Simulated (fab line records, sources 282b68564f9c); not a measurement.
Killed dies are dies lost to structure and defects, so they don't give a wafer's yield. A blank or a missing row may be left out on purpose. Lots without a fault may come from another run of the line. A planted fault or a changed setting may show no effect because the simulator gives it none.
One fault seen from 2 desks | flow rit_cmos | each desk has only its own numbers; what lay behind them comes last

THE METROLOGY DESK
What the gauges read, lot by lot, whatever tool the lot ran on: means of the sampled wafers that have a number. A lot is out of limits, marked OUT, if its mean lies more than 4 standard deviations from the usual mean; the brackets give that distance.
Columns: A = REOX_OXIDE_THK at RIT_REOX_THK_MEAS_04, usual 25.3 nm
lot  | first seen here | A
L716 | day 2 16:03     | 25.2
L717 | day 2 22:21     | 26.0
L718 | day 3 06:43     | 24.3
L719 | day 3 08:50     | 25.7
L720 | day 3 13:02     | 25.4
L721 | day 3 18:10     | 14.9 (-23) OUT
L722 | day 3 23:10     | 15.5 (-21) OUT
L723 | day 4 08:23     | 15.0 (-22) OUT
L732 | day 6 05:55     | 25.3
L733 | day 6 09:40     | 25.5
L735 | day 6 17:17     | 25.4
L737 | day 7 02:25     | 26.0
L738 | day 7 06:28     | 25.4
L739 | day 7 12:31     | 25.5
This desk's finding: out of limits on L721, L722, L723; first on L721, day 3 18:10 (REOX_OXIDE_THK at RIT_REOX_THK_MEAS_04). In limits: L716, L717, L718, L719, L720, L732, L733, L735, L737, L738, L739.

THE TOOL OWNER'S DESK: furnace-01
The tool's own readings at RIT_REOX_OXIDATION_03 (target thk 25.2 nm, ox time 5580 s): means of the sampled wafers that have a number, for each lot that ran on this tool. A lot is out of limits, marked OUT, if its mean lies more than 4 standard deviations from the usual mean; the brackets give that distance.
Columns: A = ox_temp_c_max at RIT_REOX_OXIDATION_03, usual 903.6; B = zone_power_source_pct at RIT_REOX_OXIDATION_03, usual 28.0 %
lot  | first seen here | A     | B
L719 | day 3 06:17     | 904.1 | 24.8
L720 | day 3 10:28     | 904.4 | 24.9
L721 | day 3 15:37     | 903.5 | 24.7
L722 | day 3 20:36     | 905.2 | 24.8
L723 | day 4 05:50     | 904.0 | 25.0
This desk's finding: nothing out of limits on any of the 5 lots.

PUT TOGETHER
The metrology desk could have raised an alarm at day 3 18:10, on L721, L722, L723.
The tool owner's desk saw nothing out of limits.
The tool owner's desk has L721, L722, L723 on record, within its limits.
Of the lots named, all ran RIT_REOX_OXIDATION_03 on furnace-01.

WHAT THE SIMULATOR HAD PUT IN
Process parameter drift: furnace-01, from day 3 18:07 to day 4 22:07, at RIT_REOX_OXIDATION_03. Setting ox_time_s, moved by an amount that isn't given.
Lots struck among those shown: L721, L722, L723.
Hours from the fault's start to each desk's first reading out of limits: the metrology desk, 0.
